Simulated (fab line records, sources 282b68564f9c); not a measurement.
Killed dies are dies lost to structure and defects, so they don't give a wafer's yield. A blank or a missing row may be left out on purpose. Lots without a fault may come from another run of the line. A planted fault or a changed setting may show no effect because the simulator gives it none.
fab line records | flow rit_cmos
record lots=7 wafers=21 last_day=7
route steps=202 shown NWELL@36 PWELL@39
lots that met no fault: from a run of the same line without faults
start_h: hours from the record's first day to the start of the lot's first wafer shown | wait_h: hours since the lot's step before | " the same as in the row above | L1.1+2: a row that stands for several wafers | - no value, or no start given | * or withheld: withheld | < > ~ a bound
route shown NAME@n: a module of which the file shows steps, and the number in the route of the first | usual: mean/standard deviation of fault-free wafers | same: alike in all rows | chamber/n: place in a boat | sites: the reading at each site | _std_site: their standard deviation | _edge_site: outer sites' mean less inner sites' | radius_mm: how far each site lies from the wafer's centre | mask NAME#n: copy n | behind: the tool/chamber that last shaped the wafer | hold: why the lot was held/for how many hours/how that ended | device: the transistor (n, p or np) that didn't switch | end of line: the same wafers' tests at the end of the route | a step without rows: its recipe alone | killed: dies lost to structure and defects at the first sort, not the wafer's yield | map: a wafer's dies, x killed, . not, _ none there
set.NAME: the setting as run; set.NAME@STEP: as run at that earlier step | model.NAME: the simulator's own value behind a step, which no gauge read
lots at some steps of the route; a table a step, a row a wafer
services: from which hour (start_h, from the record's first day; less than 0 if before it) a tool's chamber was out of use, for how many hours, and why
## steps
# step RIT_NWELL_IMPLANT_08
# recipe species=P energy_kev=170 dose_cm2=5e+13 tilt_deg=7
# step RIT_NWELL_STRIP_09
# recipe chemistry=O2 time_s=180 resist=NOVOLAK platen_temp_c=withheld power_w=500 pressure_mtorr=4000 o2_flow_sccm=4000
# usual chamber_pressure_mTorr=4000/3.7 drypump_motor_current_A=5.7/0.56
# same time_s=180
# columns lot.wafer tool chamber start_h wait_h chamber_pressure_mTorr drypump_motor_current_A rf_hours_counter_h
L410.1 plasma_asher-02 0 41.72 0.1 3994 6.5 40
L410.4 " 0 " " 3995 6.4 -
L410.6 " 0 " " 4000 6.5 -
L419.1 plasma_asher-02 0 87.87 0.1 3996 6.5 45
L419.2 " 1 " " 3998 5.7 45
L419.6 " 0 " " 4000 6.5 -
L420.2 plasma_asher-04 1 94.59 0.1 4000 5.2 45
L420.4 " 1 " " 3999 5.2 -
L420.6 " 1 " " 4005 5.2 -
L421.1 plasma_asher-02 0 95.78 0.1 4002 6.5 46
L421.5 " 0 " " 4000 6.5 -
L421.6 " 1 " " 3994 5.7 -
L423.1 plasma_asher-02 0 106.78 0.1 4000 6.5 48
L423.4 " 0 " " 3997 6.5 -
L423.5 " 1 " " 4000 5.7 -
L424.1 plasma_asher-02 1 111.57 0.1 4002 5.7 48
L424.2 " 0 " " 4000 6.5 48
L424.6 " 1 " " 3993 5.8 -
L427.1 plasma_asher-02 0 125.72 0.1 4007 6.5 50
L427.3 " 1 " " 3995 5.7 -
L427.6 " 0 " " 3999 6.4 -
# step RIT_NWELL_TW_MEAS_10
# usual NWELL_TW=2156/22
# columns lot.wafer tool chamber start_h wait_h NWELL_TW
L410.1 film_metro-02 - 41.90 0.1 2160
L410.4 " - " " 2158
L410.6 " - " " 2161
L419.1 film_metro-01 - 88.04 0.1 2119
L419.2 " - " " 2113
L419.6 " - " " 2109
L420.2 film_metro-04 - 94.77 0.1 2184
L420.4 " - " " 2175
L420.6 " - " " 2172
L421.1 film_metro-02 - 95.95 0.1 2165
L421.5 " - " " 2155
L421.6 " - " " 2153
L423.1 film_metro-04 - 106.95 0.1 2165
L423.4 " - " " 2184
L423.5 " - " " 2179
L424.1 film_metro-02 - 111.74 0.1 2148
L424.2 " - " " 2140
L424.6 " - " " 2138
L427.1 film_metro-04 - 125.90 0.1 2190
L427.3 " - " " 2182
L427.6 " - " " 2185
# step RIT_PWELL_HMDS_00
# recipe prime_time_s=60 prime_temp_c=140
# step RIT_PWELL_COAT_01
# recipe resist=NOVOLAK spin_rpm=2000 resist_thk_nm=1300
# step RIT_PWELL_SOFTBAKE_02
# recipe resist=NOVOLAK temp_c=90 time_s=60
# step RIT_PWELL_EXPOSE_03
# recipe mask_id=M3 na=0.57 target_cd_nm=43700 dose_mj=250
# step RIT_PWELL_PEB_04
# recipe resist=NOVOLAK temp_c=withheld time_s=withheld
# step RIT_PWELL_DEVELOP_05
# recipe resist=NOVOLAK develop_time_s=68 dev_temp_c=23
# step RIT_PWELL_OVL_MEAS_06
# usual PWELL_OVL=0.1/1.3
# columns lot.wafer tool chamber start_h wait_h PWELL_OVL[nm]
L410.1 overlay-01 - 43.04 - 1.7
L410.4 " - " " 0.3
L410.6 " - " " 1.0
L419.1 overlay-02 - 88.98 - -1.2
L419.2 " - " " -1.4
L419.6 " - " " -2.1
L420.2 overlay-02 - 95.72 - 0.3
L420.4 " - " " -0.6
L420.6 " - " " -0.3
L421.1 overlay-01 - 96.89 - -0.6
L421.5 " - " " 0.3
L421.6 " - " " -0.7
L423.1 overlay-01 - 107.89 - 0.0
L423.4 " - " " 1.7
L423.5 " - " " 0.9
L424.1 overlay-01 - 112.81 - -1.9
L424.2 " - " " -1.9
L424.6 " - " " 0.4
L427.1 overlay-02 - 126.96 - -0.2
L427.3 " - " " -0.1
L427.6 " - " " 2.9
# step RIT_PWELL_HARDBAKE_07
# recipe resist=NOVOLAK temp_c=140 time_s=120
# step RIT_PWELL_IMPLANT_08
# recipe species=B energy_kev=170 dose_cm2=7e+13 tilt_deg=7
# step RIT_PWELL_STRIP_09
# recipe chemistry=O2 time_s=180 resist=NOVOLAK platen_temp_c=withheld power_w=500 pressure_mtorr=4000 o2_flow_sccm=4000
# usual chamber_pressure_mTorr=4000/3.7 drypump_motor_current_A=5.8/0.52 time_s=180/0
# columns lot.wafer tool chamber start_h wait_h chamber_pressure_mTorr drypump_motor_current_A rf_hours_counter_h time_s model.NOVOLAK_of_PWELL_COAT_01.thk_nm
L410.1 plasma_asher-02 0 43.48 0.1 4004 6.4 40 180 0
L410.4 " 1 " " 4001 5.7 - 180 0
L410.6 " 0 " " 3998 6.4 - 180 0
L419.1 plasma_asher-04 1 89.42 0.1 - - - - 1140
L419.2 " 0 " " - - - - 1140
L419.6 " 0 " " - - - - 1136
L420.2 plasma_asher-02 1 96.15 0.1 - - - - 1134
L420.4 " 1 " " - - - - 1132
L420.6 " 1 " " - - - - 1138
L421.1 plasma_asher-04 0 97.33 0.1 - - - - 1133
L421.5 " 0 " " - - - - 1133
L421.6 " 1 " " - - - - 1135
L423.1 plasma_asher-02 1 108.33 0.1 4001 5.7 48 180 0
L423.4 " 0 " " 4004 6.4 - 180 0
L423.5 " 0 " " 4001 6.4 - 180 0
L424.1 plasma_asher-03 0 113.24 0.1 3992 6.0 30 180 0
L424.2 " 1 " " 3997 5.7 30 180 0
L424.6 " 1 " " 3994 5.7 - 180 0
L427.1 plasma_asher-02 1 127.47 0.1 4005 5.7 50 180 0
L427.3 " 1 " " 4000 5.7 - 180 0
L427.6 " 1 " " 3992 5.7 - 180 0
# step RIT_PWELL_TW_MEAS_10
# usual PWELL_TW=954/12
# columns lot.wafer tool chamber start_h wait_h PWELL_TW
L410.1 film_metro-01 - 43.65 0.1 937
L410.4 " - " " 935
L410.6 " - " " 940
L419.1 film_metro-04 - 89.60 0.1 968
L419.2 " - " " 967
L419.6 " - " " 968
L420.2 film_metro-04 - 96.34 0.1 972
L420.4 " - " " 963
L420.6 " - " " 963
L421.1 film_metro-01 - 97.50 0.1 940
L421.5 " - " " 934
L421.6 " - " " 936
L423.1 film_metro-04 - 108.50 0.1 963
L423.4 " - " " 964
L423.5 " - " " 967
L424.1 film_metro-01 - 113.42 0.1 942
L424.2 " - " " 945
L424.6 " - " " 945
L427.1 film_metro-01 - 127.65 0.1 940
L427.3 " - " " 937
L427.6 " - " " 940
## services
# columns tool chamber start_h hours kind
plasma_asher-03 - 74.96 24.9 pm
plasma_asher-04 - 108.75 9.0 pm
plasma_asher-04 0 108.75 9.0 vent_cycle
plasma_asher-04 1 108.75 9.0 vent_cycle
plasma_asher-04 0 117.75 - clean
plasma_asher-04 1 117.75 - clean
## key
first_sign step=RIT_PWELL_STRIP_09 reading=tool_record direction=missing
effect none on later readings
model_effect step=RIT_PWELL_STRIP_09 value=NOVOLAK_of_PWELL_COAT_01.thk_nm without=0 struck=1136
met_at RIT_PWELL_STRIP_09
struck_wafers L419.1,L419.2,L419.6,L420.2,L420.4,L420.6,L421.1,L421.5,L421.6
later_rows_left_out L419.1,L419.2,L419.6,L420.2,L420.4,L420.6,L421.1,L421.5,L421.6
sort_left_out L419.1,L419.2,L419.6,L420.2,L420.4,L420.6,L421.1,L421.5,L421.6
tester_left_out L419,L420,L421
onset_between 43.48 89.42
fault kind=skipped_step_whole tool=plasma_asher-02,plasma_asher-04 chamber=- onset_h=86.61 steps=RIT_PWELL_STRIP_09 scope=struck_lots_only
# tester_left_out: of these lots the tester's yield and bins aren't shown, on N5 and GAA mostly nor the transistor test; their killed dies are dies lost to structure and defects alone, not to doping, threshold or leakage, so they don't give the yield
# sort_left_out: the simulated sort isn't trusted on such a fault, so these wafers' sort isn't shown, and their yield isn't known
# later_rows_left_out: the simulator's readings of these wafers behind a module that went badly wrong aren't trusted and aren't shown, but for the sort
